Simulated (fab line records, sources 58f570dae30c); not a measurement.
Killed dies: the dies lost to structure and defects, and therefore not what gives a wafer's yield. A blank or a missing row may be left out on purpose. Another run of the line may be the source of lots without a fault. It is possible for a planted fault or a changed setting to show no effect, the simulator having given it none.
The tool behind it: which one? || flow berkeley-cmos170 || 14 lots with 42 wafers sampled at 2 steps, on a route of 331 steps

## WHAT EACH GAUGE READ, for each wafer
UCB170_M2_CD_MEAS_15: target cd 700 nm.
{"lot": "L894", "measured": "day 8 18:38", "on": "cd-sem-02", "cd-nm (nm)": "698.5 698.1 697.4"}
{"lot": "L895", "measured": "day 8 21:17", "on": "cd-sem-02", "cd-nm (nm)": "700.3 699.6 701.4"}
{"lot": "L896", "measured": "day 9 00:50", "on": "cd-sem-02", "cd-nm (nm)": "699.0 699.0 699.4"}
{"lot": "L899", "measured": "day 9 20:22", "on": "cd-sem-01", "cd-nm (nm)": "699.4 699.9 700.3"}
{"lot": "L901", "measured": "day 10 02:41", "on": "cd-sem-02", "cd-nm (nm)": "699.9 699.6 699.5"}
{"lot": "L898", "measured": "day 10 05:58", "on": "cd-sem-01", "cd-nm (nm)": "698.8 697.9 698.8"}
{"lot": "L900", "measured": "day 10 06:41", "on": "cd-sem-01", "cd-nm (nm)": "700.4 699.8 700.9"}
{"lot": "L902", "measured": "day 10 20:30", "on": "cd-sem-02", "cd-nm (nm)": "700.0 700.8 700.0"}
{"lot": "L913", "measured": "day 12 23:59", "on": "cd-sem-01", "cd-nm (nm)": "700.8 700.7 700.2"}
{"lot": "L910", "measured": "day 13 02:37", "on": "cd-sem-02", "cd-nm (nm)": "683.3 684.0 683.9"}
{"lot": "L911", "measured": "day 13 05:52", "on": "cd-sem-01", "cd-nm (nm)": "684.4 684.9 686.2"}
{"lot": "L912", "measured": "day 13 06:17", "on": "cd-sem-01", "cd-nm (nm)": "697.6 696.7 697.9"}
{"lot": "L914", "measured": "day 13 06:44", "on": "cd-sem-02", "cd-nm (nm)": "700.6 701.1 699.9"}
{"lot": "L917", "measured": "day 13 15:30", "on": "cd-sem-01", "cd-nm (nm)": "699.7 700.3 699.4"}

## EACH LOT AND THE TOOL THAT RAN IT (in order: tool; ch and the chambers of the sampled wafers; start)
{"lot": "L894", "UCB170_M2_PEB_13": "litho-track-04 ch 0, day 8 18:21"}
{"lot": "L895", "UCB170_M2_PEB_13": "litho-track-01 ch 0, day 8 21:01"}
{"lot": "L896", "UCB170_M2_PEB_13": "litho-track-04 ch 0, day 9 00:21"}
{"lot": "L899", "UCB170_M2_PEB_13": "litho-track-04 ch 0, day 9 20:06"}
{"lot": "L901", "UCB170_M2_PEB_13": "litho-track-02 ch 0, day 10 02:25"}
{"lot": "L898", "UCB170_M2_PEB_13": "litho-track-04 ch 0, day 10 05:42"}
{"lot": "L900", "UCB170_M2_PEB_13": "litho-track-01 ch 0, day 10 06:26"}
{"lot": "L902", "UCB170_M2_PEB_13": "litho-track-04 ch 0, day 10 20:14"}
{"lot": "L913", "UCB170_M2_PEB_13": "litho-track-02 ch 0, day 12 23:43"}
{"lot": "L910", "UCB170_M2_PEB_13": "litho-track-01 ch 0, day 13 02:20"}
{"lot": "L911", "UCB170_M2_PEB_13": "litho-track-01 ch 0, day 13 05:00"}
{"lot": "L912", "UCB170_M2_PEB_13": "litho-track-04 ch 0, day 13 06:00"}
{"lot": "L914", "UCB170_M2_PEB_13": "litho-track-02 ch 0, day 13 06:27"}
{"lot": "L917", "UCB170_M2_PEB_13": "litho-track-04 ch 0, day 13 15:13"}
- UCB170_M2_PEB_13

## WHAT THE TOOLS THEMSELVES READ (means of the sampled wafers that have a number; where no wafer has one, the mark that the record gives instead)
The record holds no such reading with a usual standard deviation.

## THE ANSWER, worked out from the rows above alone
Rule: the lots themselves supply what counts as usual. Put in order of their means at a reading, lots are off if they are a third of the lots or fewer, leave a main group of 4 or more, and stand apart from it by a gap of 3 or more times the standard deviation of the main group's means; of several such gaps the widest counts. If all means in a main group match to the digits the tables above print for the reading, that group is not used. A lot without any number at a reading at which 4 lots or more have one is off too. The other lots that the step has rows for count as sound. First the gauges in route order, then the tools' own readings, where a lot's mean is used as printed above. The first step at which some lot is off is used, and at that step the reading that is off furthest; a lot without a number counts as furthest.
Off at UCB170_M2_CD_MEAS_15 (cd-nm): L910, L911. The main group has a mean of 699.5 nm with a standard deviation of 1.
If a tool, at a process step before that reading, ran all the lots that are off and no sound lot after the first of them, it fits. The gauges at UCB170_M2_CD_MEAS_15 are tried like those tools. One fits: litho-track-01 at UCB170_M2_PEB_13. Its last sound lot is L900 (day 10 06:26), its first lot that is off L910 (day 13 02:20): a fault that began between those two fits.

## WHAT THE SIMULATOR PUT IN
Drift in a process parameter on litho-track-01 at UCB170_M2_PEB_13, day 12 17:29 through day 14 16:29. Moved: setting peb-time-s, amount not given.
Lots struck among those shown: L910, L911. This agrees with what the rule above found.
